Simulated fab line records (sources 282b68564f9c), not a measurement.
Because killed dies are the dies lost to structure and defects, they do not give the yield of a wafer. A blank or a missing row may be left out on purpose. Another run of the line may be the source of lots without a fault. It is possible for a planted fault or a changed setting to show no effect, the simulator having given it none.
fab line records	flow rit-cmos
record: lots: 5	wafers: 23
route steps=202 shown ACTIVE@4 FOX1@20 FOX2@23 NRETRO@55 PRETRO@65 GATE@84 REOX@101 M1@202
start-h: start of the lot's first displayed wafer, in hours after the record's first day	wait-h: hours elapsed since this lot's preceding step	" identical to the entry in the row above	L1.1+2: a single row standing in for several wafers	- no value, or no start given	* or withheld: withheld	< > ~ a bound
route shown NAME@n: NAME is a module with steps in the file, n the number in the route of the first one	usual: the fault-free wafers' mean and standard deviation	same: alike in all rows	chamber/n: place in a boat	sites: readings site by site	_std_site: standard deviation across them	_edge_site: mean of outer sites minus mean of inner sites	radius-mm: for every site, how far away it sits from the centre of the wafer	mask NAME#n: copy n	behind: the last tool/chamber to shape the wafer	hold: reason for holding the lot/hours on hold/outcome of the hold	device: names the non-switching transistor (n, p or np)	end of line: at the end of the route, the tests of the same wafers	a step without rows: its recipe alone	killed: the dies lost at the first sort to structure and to defects; this is not the yield of the wafer	map: per-die view of a wafer (x killed, . not killed, _ where there is no die)
set.NAME: the run value of the setting; set.NAME@STEP: its run value at that earlier step	model.NAME: the simulator's own value behind a step, which no gauge read
lots where settings were altered on purpose, with a table for each step and a row for each wafer
== steps ==
step: RIT_ACTIVE_CVD_03
recipe: material: Si3N4	target-thk-nm: 150	temp-c: 810	precursor: SiH2Cl2/NH3	time-s: 1500	pressure-mtorr: 300	sih2cl2-flow-sccm: 60	nh3-flow-sccm: 150
lot.wafer	tool	chamber	start-h	wait-h	set.time-s	model.Si3N4_of_ACTIVE_CVD_03.thk-nm
L075.1	-	-	-	0.3	1430	143.5
L075.2+4	"	-	"	"	1430	142.8
L075.3	"	-	"	"	1430	143.6
L075.5	"	-	"	"	1430	143.7
L076.1+6	-	-	-	0.1	1500	149.2
L076.2	"	-	"	"	1500	150.1
L076.3	"	-	"	"	1500	148.7
L076.5	"	-	"	"	1500	149.7
L077.1+5	lpcvd-02	1	27.14	0.1	1500	149.9
L077.2	"	1	"	"	1500	149.6
L078.1+6	-	-	-	0.1	1428	142
L078.3	"	-	"	"	1428	140.3
L078.4	"	-	"	"	1428	142.1
L078.5	"	-	"	"	1428	141.3
L082.1	-	-	-	0.1	1319	134.3
L082.2	"	-	"	"	1319	136.9
L082.3	"	-	"	"	1319	134.5
L082.4	"	-	"	"	1319	134.4
L082.6	"	-	"	"	1319	134.7
step: RIT_ACTIVE_THK_MEAS_04
recipe: reads: Si3N4_of_ACTIVE_CVD_03
usual: ACTIVE_NITRIDE_THK: 150.0/1.3
lot.wafer	tool	chamber	start-h	wait-h	set.time-s@ACTIVE_CVD_03	ACTIVE_NITRIDE_THK[nm]
L075.1	film-metro-03	-	-	-	1430	143.4
L075.2	"	-	"	"	1430	142.8
L075.3	"	-	"	"	1430	143.7
L075.4	"	-	"	"	1430	142.8
L075.5	"	-	"	"	1430	143.8
L076.1	film-metro-03	-	-	-	1500	149.3
L076.2	"	-	"	"	1500	150.1
L076.3	"	-	"	"	1500	148.6
L076.5	"	-	"	"	1500	149.8
L076.6	"	-	"	"	1500	149.4
L077.1	film-metro-03	-	28.56	0.0	1500	149.8
L077.2	"	-	"	"	1500	149.7
L077.5	"	-	"	"	1500	149.9
L078.1	film-metro-02	-	-	-	1428	141.9
L078.3	"	-	"	"	1428	140.3
L078.4	"	-	"	"	1428	142.2
L078.5	"	-	"	"	1428	141.5
L078.6	"	-	"	"	1428	141.9
L082.1	film-metro-03	-	-	-	1319	134.3
L082.2	"	-	"	"	1319	136.8
L082.3	"	-	"	"	1319	134.5
L082.4	"	-	"	"	1319	134.4
L082.6	"	-	"	"	1319	134.7
step: RIT_ACTIVE_HARDBAKE_12
recipe: resist: NOVOLAK	temp-c: 140	time-s: 60
lot.wafer	tool	chamber	start-h	wait-h	set.temp-c
L075.1+2+4	litho-track-02	0	20.36	0.1	141.8
L075.3+5	"	0	"	"	140
L076.1+6	litho-track-01	0	26.20	0.1	140
L076.2+3+5	"	0	"	"	137
L077.1+2+5	litho-track-04	0	29.95	0.1	140
L078.1+4	litho-track-04	0	34.56	0.1	143.7
L078.3+5+6	"	0	"	"	140
L082.1+2+4	litho-track-04	0	56.30	0.1	140
L082.3+6	"	0	"	"	137.8
step: RIT_ACTIVE_ETCH_13
recipe: stop-on: SiO2	chemistry: SF6	target: Si3N4	time-s: 210	over-etch-frac: 0.4	SF6_flow_sccm: 200	pressure-mtorr: 260	rf-w: 125	target-depth-a: 2100
lot.wafer	tool	chamber	start-h	wait-h	set.time-s@ACTIVE_CVD_03	model.ACTIVE.feature-depth-nm	model.etch.depth-nm
L075.1	rie-diel-01	2	20.51	0.1	1430	143.7	143.5
L075.2	"	1	"	"	1430	144.9	-
L075.3	"	0	"	"	1430	144	-
L075.4	"	3	"	"	1430	142.8	-
L075.5	"	3	"	"	1430	143.7	143.7
L076.1+6	rie-diel-03	2	26.35	0.1	1500	149.2	-
L076.2	"	0	"	"	1500	150.1	150.1
L076.3	"	3	"	"	1500	150.9	148.7
L076.5	"	3	"	"	1500	152	149.7
L077.1	rie-diel-01	2	30.10	0.1	1500	150.1	149.9
L077.2	"	0	"	"	1500	150	149.6
L077.5	"	2	"	"	1500	150	149.9
L078.1+6	rie-diel-02	1,2	34.71	0.1	1428	142	142
L078.3	"	2	"	"	1428	140.3	140.3
L078.4	"	0	"	"	1428	142.7	142.1
L078.5	"	1	"	"	1428	141.3	141.3
L082.1	rie-diel-03	2	56.45	0.1	1319	134.3	-
L082.2	"	0	"	"	1319	136.9	-
L082.3	"	1	"	"	1319	135	134.5
L082.4	"	3	"	"	1319	136.7	134.4
L082.6	"	1	"	"	1319	135.2	134.7
step: RIT_FOX1_OXIDATION_00
recipe: temp-c: 1100	ambient: H2O	target-thk-a: 3507	p-h2o-torr: 720	ox-time-s: 1130
lot.wafer	tool	chamber	start-h	wait-h	set.temp-c	model.SiO2_of_FOX1_OXIDATION_00.thk-nm
L075.1	-	-	-	1.4	1083	320.2
L075.2	"	-	"	"	1083	315.2
L075.3	"	-	"	"	1083	314.4
L075.4	"	-	"	"	1083	318
L075.5	"	-	"	"	1083	312.6
L076.1	-	-	-	0.0	1108	364.9
L076.2	"	-	"	"	1108	368.7
L076.3	"	-	"	"	1108	365
L076.5	"	-	"	"	1108	366
L076.6	"	-	"	"	1108	363.4
L077.1	furnace-03	0	34.60	3.7	1100	347.4
L077.2	"	0	"	"	1100	350.6
L077.5	"	0	"	"	1100	347.6
L078.1+3	-	-	-	2.6	1116	370.8
L078.4	"	-	"	"	1116	368.9
L078.5	"	-	"	"	1116	366.9
L078.6	"	-	"	"	1116	367.9
L082.1	-	-	-	0.3	1100	358
L082.2	"	-	"	"	1100	358.3
L082.3	"	-	"	"	1100	352.8
L082.4	"	-	"	"	1100	356.6
L082.6	"	-	"	"	1100	353.2
step: RIT_FOX1_THK_MEAS_01
recipe: reads: SiO2_of_FOX1_OXIDATION_00
usual: FOX1_OXIDE_THK: 348/5.8
lot.wafer	tool	chamber	start-h	wait-h	set.temp-c@FOX1_OXIDATION_00	FOX1_OXIDE_THK[nm]
L075.1	film-metro-01	-	-	-	1083	320
L075.2	"	-	"	"	1083	315
L075.3	"	-	"	"	1083	314
L075.4	"	-	"	"	1083	318
L075.5	"	-	"	"	1083	313
L076.1	film-metro-01	-	-	-	1108	365
L076.2	"	-	"	"	1108	369
L076.3	"	-	"	"	1108	365
L076.5	"	-	"	"	1108	366
L076.6	"	-	"	"	1108	364
L077.1	film-metro-04	-	35.92	0.0	1100	347
L077.2	"	-	"	"	1100	351
L077.5	"	-	"	"	1100	348
L078.1	film-metro-01	-	-	-	1116	371
L078.3	"	-	"	"	1116	370
L078.4	"	-	"	"	1116	369
L078.5	"	-	"	"	1116	367
L078.6	"	-	"	"	1116	368
L082.1	film-metro-04	-	-	-	1100	358
L082.2	"	-	"	"	1100	358
L082.3	"	-	"	"	1100	353
L082.4	"	-	"	"	1100	356
L082.6	"	-	"	"	1100	353
step: RIT_FOX2_OXIDATION_00
recipe: temp-c: 1100	ambient: H2O	target-thk-a: 3507	p-h2o-torr: 720	ox-time-s: 1130
lot.wafer	tool	chamber	start-h	wait-h	set.ox-time-s	model.SiO2_of_FOX2_OXIDATION_00.thk-nm
L075.1	-	-	-	0.8	1130	350.6
L075.2	"	-	"	"	1130	354.7
L075.3	"	-	"	"	1130	349.4
L075.4	"	-	"	"	1130	354.5
L075.5	"	-	"	"	1130	344.4
L076.1	-	-	-	0.0	1241	374.6
L076.2	"	-	"	"	1241	374.8
L076.3	"	-	"	"	1241	362.3
L076.5	"	-	"	"	1241	373.8
L076.6	"	-	"	"	1241	373.2
L077.1	furnace-04	0	39.66	3.6	1130	352.8
L077.2	"	0	"	"	1130	343.2
L077.5	"	0	"	"	1130	350.1
L078.1	-	-	-	0.1	1190	363.8
L078.3	"	-	"	"	1190	359.9
L078.4	"	-	"	"	1190	357.2
L078.5	"	-	"	"	1190	351.8
L078.6	"	-	"	"	1190	365.5
L082.1	-	-	-	0.0	1130	351.8
L082.2	"	-	"	"	1130	354.9
L082.3	"	-	"	"	1130	349.9
L082.4	"	-	"	"	1130	357.4
L082.6	"	-	"	"	1130	351.2
step: RIT_NRETRO_SOFTBAKE_02
recipe: resist: NOVOLAK	temp-c: 90	time-s: 60
lot.wafer	tool	chamber	start-h	wait-h	set.temp-c	model.NOVOLAK_of_NRETRO_COAT_01.thk-nm
L075.1+5	litho-track-02	0	38.64	0.1	90	1290
L075.2	"	0	"	"	93.43	1280
L075.3	"	0	"	"	90	1293
L075.4	"	0	"	"	93.43	1277
L076.1	litho-track-04	0	41.18	0.1	90	1299
L076.2	"	0	"	"	92.94	1283
L076.3	"	0	"	"	92.94	1287
L076.5	"	0	"	"	90	1290
L076.6	"	0	"	"	90	1296
L077.1	litho-track-02	0	51.43	0.1	90	1290
L077.2	"	0	"	"	90	1293
L077.5	"	0	"	"	90	1292
L078.1	litho-track-03	0	51.43	0.1	90	1287
L078.3	"	0	"	"	90	1289
L078.4	"	0	"	"	90	1291
L078.5	"	0	"	"	90	1292
L078.6	"	0	"	"	90	1286
L082.1	litho-track-04	0	72.48	0.1	91.32	1282
L082.2	"	0	"	"	91.32	1285
L082.3	"	0	"	"	90	1285
L082.4	"	0	"	"	90	1291
L082.6	"	0	"	"	91.32	1286
step: RIT_NRETRO_IMPLANT_08
recipe: species: P	energy-kev: 70	dose-cm2: 1e+13	tilt-deg: 7
lot.wafer	tool	chamber	start-h	wait-h	set.energy-kev	model.implant.rp-nm	model.implant.drp-nm
L075.1+4+5	implanter-01	0	39.51	0.2	70	81.42	33.94
L075.2+3	"	0	"	"	66.1	76.76	32.32
L076.1+2+3+5+6	implanter-01	0	42.17	0.2	70	84.36	33.94
L077.1+2+5	implanter-01	0	52.49	0.2	70	83.86	33.94
L078.1+3	implanter-03	0	52.78	0.2	70	85.26	33.94
L078.4+5+6	"	0	"	"	65.92	80.16	32.24
L082.1+2+4	implanter-03	0	73.35	0.2	70	81.95	33.94
L082.3+6	"	0	"	"	71.33	83.55	34.48
step: RIT_NRETRO_STRIP_09
recipe: chemistry: O2	time-s: 180	resist: NOVOLAK	platen-temp-c: withheld	power-w: 500	pressure-mtorr: 4000	o2-flow-sccm: 4000
step: RIT_NRETRO_TW_MEAS_10
usual: NRETRO_TW: 1056/5.5
lot.wafer	tool	chamber	start-h	wait-h	set.energy-kev@NRETRO_IMPLANT_08	NRETRO_TW
L075.1	film-metro-03	-	39.83	0.1	70	1043
L075.2	"	-	"	"	66.1	1030
L075.3	"	-	"	"	66.1	1030
L075.4	"	-	"	"	70	1050
L075.5	"	-	"	"	70	1050
L076.1	film-metro-02	-	42.50	0.1	70	1060
L076.2	"	-	"	"	70	1064
L076.3	"	-	"	"	70	1062
L076.5	"	-	"	"	70	1061
L076.6	"	-	"	"	70	1059
L077.1	film-metro-02	-	52.82	0.1	70	1056
L077.2	"	-	"	"	70	1052
L077.5	"	-	"	"	70	1058
L078.1	film-metro-01	-	53.17	0.1	70	1052
L078.3	"	-	"	"	70	1053
L078.4	"	-	"	"	65.92	1037
L078.5	"	-	"	"	65.92	1032
L078.6	"	-	"	"	65.92	1036
L082.1	film-metro-03	-	73.67	0.1	70	1057
L082.2	"	-	"	"	70	1058
L082.3	"	-	"	"	71.33	1070
L082.4	"	-	"	"	70	1056
L082.6	"	-	"	"	71.33	1067
step: RIT_PRETRO_COAT_01
recipe: resist: NOVOLAK	spin-rpm: 2000	resist-thk-nm: 1300
lot.wafer	tool	chamber	start-h	wait-h	set.resist-thk-nm	model.NOVOLAK_of_PRETRO_COAT_01.thk-nm
L075.1+5	litho-track-02	0	40.04	0.1	1300	1300
L075.2	"	0	"	"	1300	1298
L075.3+4	"	0	"	"	1300	1302
L076.1	litho-track-01	0	42.71	0.1	1300	1298
L076.2	"	0	"	"	1263	1262
L076.3	"	0	"	"	1300	1304
L076.5	"	0	"	"	1263	1265
L076.6	"	0	"	"	1263	1264
L077.1+2	litho-track-01	0	53.11	0.1	1300	1302
L077.5	"	0	"	"	1300	1301
L078.1	litho-track-04	0	53.38	0.1	1300	1300
L078.3	"	0	"	"	1300	1302
L078.4	"	0	"	"	1321	1320
L078.5	"	0	"	"	1300	1299
L078.6	"	0	"	"	1321	1325
L082.1	litho-track-04	0	73.88	0.1	1336	1332
L082.2	"	0	"	"	1300	1294
L082.3	"	0	"	"	1300	1298
L082.4	"	0	"	"	1300	1295
L082.6	"	0	"	"	1336	1338
step: RIT_PRETRO_SOFTBAKE_02
recipe: resist: NOVOLAK	temp-c: 90	time-s: 60
step: RIT_PRETRO_EXPOSE_03
recipe: mask-id: M5	na: 0.57	target-cd-nm: 43700	dose-mj: 250
step: RIT_PRETRO_DEVELOP_05
recipe: resist: NOVOLAK	develop-time-s: 68	dev-temp-c: 23
step: RIT_PRETRO_HARDBAKE_07
recipe: resist: NOVOLAK	temp-c: 140	time-s: 120
lot.wafer	tool	chamber	start-h	wait-h	set.resist-thk-nm@PRETRO_COAT_01	model.NOVOLAK_of_PRETRO_COAT_01.thk-nm
L075.1+5	litho-track-01	0	40.81	0.0	1300	1137
L075.2	"	0	"	"	1300	1135
L075.3+4	"	0	"	"	1300	1139
L076.1	litho-track-01	0	43.60	0.0	1300	1136
L076.2	"	0	"	"	1263	1104
L076.3	"	0	"	"	1300	1141
L076.5	"	0	"	"	1263	1107
L076.6	"	0	"	"	1263	1106
L077.1+5	litho-track-01	0	54.00	0.0	1300	1138
L077.2	"	0	"	"	1300	1139
L078.1	litho-track-02	0	54.30	0.0	1300	1137
L078.3	"	0	"	"	1300	1138
L078.4	"	0	"	"	1321	1154
L078.5	"	0	"	"	1300	1136
L078.6	"	0	"	"	1321	1158
L082.1	litho-track-04	0	74.65	0.0	1336	1164
L082.2	"	0	"	"	1300	1132
L082.3	"	0	"	"	1300	1135
L082.4	"	0	"	"	1300	1133
L082.6	"	0	"	"	1336	1170
step: RIT_GATE_CVD_08
recipe: material: poly-Si	target-thk-nm: 250	temp-c: 610	precursor: SiH4	time-s: 2220	pressure-mtorr: 300	sih4-flow-sccm: 100
lot.wafer	tool	chamber	start-h	wait-h	set.time-s	model.poly-Si_of_GATE_CVD_08.thk-nm
L075.1	-	-	-	0.1	2352	266.1
L075.2+5	"	-	"	"	2352	265.7
L075.3	"	-	"	"	2352	267.5
L075.4	"	-	"	"	2352	268.4
L076.1	-	-	-	0.1	2421	273
L076.2	"	-	"	"	2421	270.7
L076.3	"	-	"	"	2421	273.3
L076.5	"	-	"	"	2421	270.5
L076.6	"	-	"	"	2421	272.1
L077.1	lpcvd-01	0	57.63	0.1	2220	251.5
L077.2+5	"	0	"	"	2220	251.4
L078.1	-	-	-	0.9	2534	280.6
L078.3	"	-	"	"	2534	280.8
L078.4	"	-	"	"	2534	281.9
L078.5	"	-	"	"	2534	281.2
L078.6	"	-	"	"	2534	283.1
L082.1	-	-	-	0.1	2465	277.5
L082.2	"	-	"	"	2465	279
L082.3	"	-	"	"	2465	277.2
L082.4	"	-	"	"	2465	277.4
L082.6	"	-	"	"	2465	278.1
step: RIT_GATE_THK_MEAS_09
recipe: reads: poly-Si_of_GATE_CVD_08
usual: GATE_POLY_THK: 249.9/2.3
lot.wafer	tool	chamber	start-h	wait-h	set.time-s@GATE_CVD_08	GATE_POLY_THK[nm]
L075.1	film-metro-04	-	-	-	2352	265.9
L075.2	"	-	"	"	2352	265.5
L075.3	"	-	"	"	2352	267.2
L075.4	"	-	"	"	2352	268.4
L075.5	"	-	"	"	2352	265.4
L076.1	film-metro-03	-	-	-	2421	272.8
L076.2	"	-	"	"	2421	270.7
L076.3	"	-	"	"	2421	273.6
L076.5	"	-	"	"	2421	270.6
L076.6	"	-	"	"	2421	271.8
L077.1	film-metro-04	-	59.24	0.0	2220	251.6
L077.2	"	-	"	"	2220	251.4
L077.5	"	-	"	"	2220	251.1
L078.1	film-metro-04	-	-	-	2534	280.5
L078.3	"	-	"	"	2534	280.7
L078.4	"	-	"	"	2534	282.0
L078.5	"	-	"	"	2534	281.1
L078.6	"	-	"	"	2534	283.2
L082.1	film-metro-04	-	-	-	2465	277.4
L082.2	"	-	"	"	2465	279.0
L082.3	"	-	"	"	2465	277.0
L082.4	"	-	"	"	2465	277.3
L082.6	"	-	"	"	2465	278.1
step: RIT_GATE_DEVELOP_15
recipe: resist: NOVOLAK	develop-time-s: 50	dev-temp-c: 23
lot.wafer	tool	chamber	start-h	wait-h	set.develop-time-s
L075.1+2	litho-track-04	0	-	-	50
L075.3+4+5	"	0	"	"	56.21
L076.1+2+3+5+6	litho-track-03	0	-	-	50
L077.1+2+5	litho-track-01	0	-	-	50
L078.1+6	litho-track-01	0	-	-	55.47
L078.3+4+5	"	0	"	"	50
L082.1+3+6	litho-track-04	0	-	-	50
L082.2+4	"	0	"	"	47.39
step: RIT_GATE_HARDBAKE_18
recipe: resist: NOVOLAK	temp-c: 140	time-s: 60
step: RIT_GATE_ETCH_19
recipe: chemistry: SF6/CHF3/O2	time-s: 165	SF6_flow_sccm: 30	CHF3_flow_sccm: 30	O2_flow_sccm: 5	target: poly-Si	pressure-mtorr: 40	rf-w: 160	target-depth-a: 3125	over-etch-frac: 0.25	stop-on: SiO2
lot.wafer	tool	chamber	start-h	wait-h	set.time-s@GATE_CVD_08	model.etch.depth-nm	model.GATE.feature-depth-nm
L075.1	rie-si-02	0	47.37	0.1	2352	266.1	266.1
L075.2	"	3	"	"	2352	-	265.7
L075.3	"	1	"	"	2352	-	267.5
L075.4	"	2	"	"	2352	-	268.4
L075.5	"	2	"	"	2352	265.7	265.7
L076.1	rie-si-01	3	49.20	0.1	2421	-	273
L076.2	"	1	"	"	2421	270.7	270.7
L076.3	"	0	"	"	2421	273.3	273.3
L076.5	"	1	"	"	2421	270.5	270.5
L076.6	"	0	"	"	2421	-	272.1
L077.1	rie-si-01	2	60.99	0.1	2220	251.5	251.5
L077.2+5	"	0,2	"	"	2220	251.4	251.4
L078.1	rie-si-01	0	62.20	0.1	2534	280.6	280.6
L078.3	"	3	"	"	2534	280.8	280.8
L078.4	"	1	"	"	2534	281.9	281.9
L078.5	"	0	"	"	2534	281.2	281.2
L078.6	"	3	"	"	2534	283.1	283.1
L082.1	rie-si-02	0	85.33	0.1	2465	-	277.5
L082.2	"	2	"	"	2465	-	279
L082.3	"	1	"	"	2465	277.2	277.2
L082.4	"	3	"	"	2465	277.4	277.4
L082.6	"	1	"	"	2465	278.1	278.1
step: RIT_REOX_OXIDATION_03
recipe: temp-c: 900	ambient: O2	target-thk-a: 252	ox-time-s: 5580
lot.wafer	tool	chamber	start-h	wait-h	set.temp-c	model.SiO2_of_REOX_OXIDATION_03.thk-nm
L075.1	-	-	-	1.2	900	25.53
L075.2	"	-	"	"	900	25.17
L075.3	"	-	"	"	900	25.55
L075.4	"	-	"	"	900	24.66
L075.5	"	-	"	"	900	25.34
L076.1	-	-	-	0.9	882.2	20.45
L076.2	"	-	"	"	882.2	21.05
L076.3	"	-	"	"	882.2	21.23
L076.5	"	-	"	"	882.2	21.06
L076.6	"	-	"	"	882.2	20.95
L077.1	furnace-01	0	62.05	0.3	900	25.08
L077.2	"	0	"	"	900	24.89
L077.5	"	0	"	"	900	25.54
L078.1	-	-	-	2.6	887.7	23.07
L078.3	"	-	"	"	887.7	23.02
L078.4	"	-	"	"	887.7	23
L078.5	"	-	"	"	887.7	22.78
L078.6	"	-	"	"	887.7	22.76
L082.1	-	-	-	0.6	921.7	32.22
L082.2	"	-	"	"	921.7	32.32
L082.3	"	-	"	"	921.7	31.97
L082.4	"	-	"	"	921.7	31.84
L082.6	"	-	"	"	921.7	32.12
step: RIT_REOX_THK_MEAS_04
recipe: reads: SiO2_of_REOX_OXIDATION_03
usual: REOX_OXIDE_THK: 25.4/0.5
lot.wafer	tool	chamber	start-h	wait-h	set.temp-c@REOX_OXIDATION_03	REOX_OXIDE_THK[nm]
L075.1	film-metro-01	-	-	-	900	25.5
L075.2	"	-	"	"	900	25.2
L075.3	"	-	"	"	900	25.5
L075.4	"	-	"	"	900	24.7
L075.5	"	-	"	"	900	25.3
L076.1	film-metro-03	-	-	-	882.2	20.4
L076.2	"	-	"	"	882.2	21.1
L076.3	"	-	"	"	882.2	21.2
L076.5	"	-	"	"	882.2	21.0
L076.6	"	-	"	"	882.2	21.0
L077.1	film-metro-04	-	64.60	0.0	900	25.1
L077.2	"	-	"	"	900	24.9
L077.5	"	-	"	"	900	25.5
L078.1	film-metro-04	-	-	-	887.7	23.1
L078.3	"	-	"	"	887.7	23.0
L078.4	"	-	"	"	887.7	23.0
L078.5	"	-	"	"	887.7	22.7
L078.6	"	-	"	"	887.7	22.8
L082.1	film-metro-01	-	-	-	921.7	32.2
L082.2	"	-	"	"	921.7	32.3
L082.3	"	-	"	"	921.7	32.0
L082.4	"	-	"	"	921.7	31.9
L082.6	"	-	"	"	921.7	32.2
step: RIT_M1_PROBE_99
lot.wafer	tool	chamber	start-h	wait-h	set.develop-time-s@GATE_DEVELOP_15	model.etest.nmos_0p15.r-on-ohm-um	model.etest.nmos_0p3.r-on-ohm-um	model.etest.nmos-turned.drive-ua-um	model.etest.pmos_0p15.r-on-ohm-um	model.etest.pmos_0p3.r-on-ohm-um
L075.1	prober-02	-	69.20	0.1	50	1160	2154	303.8	2749	6200
L075.2	prober-02	-	69.25	0.1	50	1155	2135	311.6	2680	6095
L075.3	prober-02	-	69.30	0.2	56.21	1026	2018	338.6	2330	5827
L075.4	prober-02	-	69.35	0.2	56.21	1014	2038	353.8	2242	5711
L075.5	prober-02	-	69.40	0.2	56.21	1000	1985	349.2	2230	5613
L076.1	prober-01	-	70.70	0.1	50	1020	2021	381.9	2357	5756
L076.2	prober-01	-	70.75	0.1	50	1027	2056	375.8	2446	6007
L076.3	prober-01	-	70.80	0.2	50	1072	2076	368.4	2450	5894
L076.5	prober-01	-	70.90	0.2	50	1016	2032	376.2	2410	5835
L076.6	prober-01	-	70.95	0.2	50	1097	2115	367.5	2499	6028
L077.1	prober-02	-	82.30	0.1	50	1118	2128	329.2	2799	6232
L077.2	prober-02	-	82.35	0.1	50	1125	2120	340.3	2769	6306
L077.5	prober-02	-	82.50	0.2	50	1136	2141	327.6	2795	6308
L078.1	prober-02	-	86.83	0.1	55.47	1016	2078	340.3	2182	5733
L078.3	prober-02	-	86.93	0.2	50	1178	2221	305.1	2685	6219
L078.4	prober-02	-	86.98	0.2	50	1142	2176	308	2574	6157
L078.5	prober-02	-	87.03	0.2	50	1140	2174	315.1	2570	6181
L078.6	prober-02	-	87.08	0.2	55.47	1016	2069	340	2201	5743
L082.1	prober-01	-	105.83	0.1	50	1400	2452	128.7	3977	7527
L082.2	prober-01	-	105.88	0.1	47.39	1501	2559	120.8	4288	7918
L082.3	prober-01	-	105.93	0.2	50	1417	2452	130	4049	7566
L082.4	prober-01	-	105.98	0.2	47.39	1430	2508	131.4	4102	7756
L082.6	prober-01	-	106.08	0.2	50	1394	2453	128.9	4007	7610
killed by level:class
L077.1 REOX:geometric-particle:open=2 REOX:geometric-particle:short=2 FOX1:geometric-particle:open=1 FOX2:geometric-particle:open=1 GATE:geometric-particle:short=1
L077.2 GATE:geometric-particle:open=1 REOX:geometric-particle:open=1 SPACER:geometric-particle:short=1 CONTACT:geometric-particle:short=1 NLDD:coat-microbubble-printed=1
L077.5 REOX:geometric-particle:open=2 FOX2:geometric-particle:short=1 REOX:geometric-particle:short=1
== key ==
split: step: RIT_ACTIVE_CVD_03	setting: time-s	stated: 1500	by: lot
response: step: RIT_ACTIVE_CVD_03	reading: model.Si3N4_of_ACTIVE_CVD_03.thk-nm	change: +1.21	per: 1%	r: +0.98
response: step: RIT_ACTIVE_THK_MEAS_04	reading: ACTIVE_NITRIDE_THK	change: +1.21	per: 1%	r: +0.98
response: step: RIT_ACTIVE_ETCH_13	reading: model.ACTIVE.feature-depth-nm	change: +1.21	per: 1%	r: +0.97
response: step: RIT_ACTIVE_ETCH_13	reading: model.etch.depth-nm	change: +1.27	per: 1%	r: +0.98
split: step: RIT_ACTIVE_HARDBAKE_12	setting: temp-c	stated: 140	by: wafer
response none clear
split: step: RIT_FOX1_OXIDATION_00	setting: temp-c	stated: 1100	by: lot
response: step: RIT_FOX1_OXIDATION_00	reading: model.SiO2_of_FOX1_OXIDATION_00.thk-nm	change: +18.3	per: 1%	r: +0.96
response: step: RIT_FOX1_THK_MEAS_01	reading: FOX1_OXIDE_THK	change: +18.3	per: 1%	r: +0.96
split: step: RIT_FOX2_OXIDATION_00	setting: ox-time-s	stated: 1130	by: lot
response: step: RIT_FOX2_OXIDATION_00	reading: model.SiO2_of_FOX2_OXIDATION_00.thk-nm	change: +2.03	per: 1%	r: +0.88
split: step: RIT_NRETRO_SOFTBAKE_02	setting: temp-c	stated: 90	by: wafer
response: step: RIT_NRETRO_SOFTBAKE_02	reading: model.NOVOLAK_of_NRETRO_COAT_01.thk-nm	change: -3.2	per: 1%	r: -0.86
split: step: RIT_NRETRO_IMPLANT_08	setting: energy-kev	stated: 70	by: wafer
response: step: RIT_NRETRO_IMPLANT_08	reading: model.implant.rp-nm	change: +0.856	per: 1%	r: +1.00
response: step: RIT_NRETRO_IMPLANT_08	reading: model.implant.drp-nm	change: +0.291	per: 1%	r: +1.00
response: step: RIT_NRETRO_TW_MEAS_10	reading: NRETRO_TW	change: +3.22	per: 1%	r: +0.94
split: step: RIT_PRETRO_COAT_01	setting: resist-thk-nm	stated: 1300	by: wafer
response: step: RIT_PRETRO_COAT_01	reading: model.NOVOLAK_of_PRETRO_COAT_01.thk-nm	change: +13.7	per: 1%	r: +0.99
response: step: RIT_PRETRO_HARDBAKE_07	reading: model.NOVOLAK_of_PRETRO_COAT_01.thk-nm	change: +11.8	per: 1%	r: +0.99
split: step: RIT_GATE_CVD_08	setting: time-s	stated: 2220	by: lot
response: step: RIT_GATE_CVD_08	reading: model.poly-Si_of_GATE_CVD_08.thk-nm	change: +2.13	per: 1%	r: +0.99
response: step: RIT_GATE_THK_MEAS_09	reading: GATE_POLY_THK	change: +2.13	per: 1%	r: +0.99
response: step: RIT_GATE_ETCH_19	reading: model.etch.depth-nm	change: +2.14	per: 1%	r: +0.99
response: step: RIT_GATE_ETCH_19	reading: model.GATE.feature-depth-nm	change: +2.13	per: 1%	r: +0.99
split: step: RIT_GATE_DEVELOP_15	setting: develop-time-s	stated: 50	by: wafer
response: step: RIT_M1_PROBE_99	reading: model.etest.pmos_0p3.r-on-ohm-um	change: -38.7	per: 1%	r: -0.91
response: step: RIT_M1_PROBE_99	reading: model.etest.pmos_0p15.r-on-ohm-um	change: -36.8	per: 1%	r: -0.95
response: step: RIT_M1_PROBE_99	reading: model.etest.nmos_0p3.r-on-ohm-um	change: -11	per: 1%	r: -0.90
response: step: RIT_M1_PROBE_99	reading: model.etest.nmos_0p15.r-on-ohm-um	change: -12	per: 1%	r: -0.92
response: step: RIT_M1_PROBE_99	reading: model.etest.nmos-turned.drive-ua-um	change: +2.8	per: 1%	r: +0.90
split: step: RIT_REOX_OXIDATION_03	setting: temp-c	stated: 900	by: lot
response: step: RIT_REOX_OXIDATION_03	reading: model.SiO2_of_REOX_OXIDATION_03.thk-nm	change: +2.48	per: 1%	r: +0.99
response: step: RIT_REOX_THK_MEAS_04	reading: REOX_OXIDE_THK	change: +2.47	per: 1%	r: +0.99
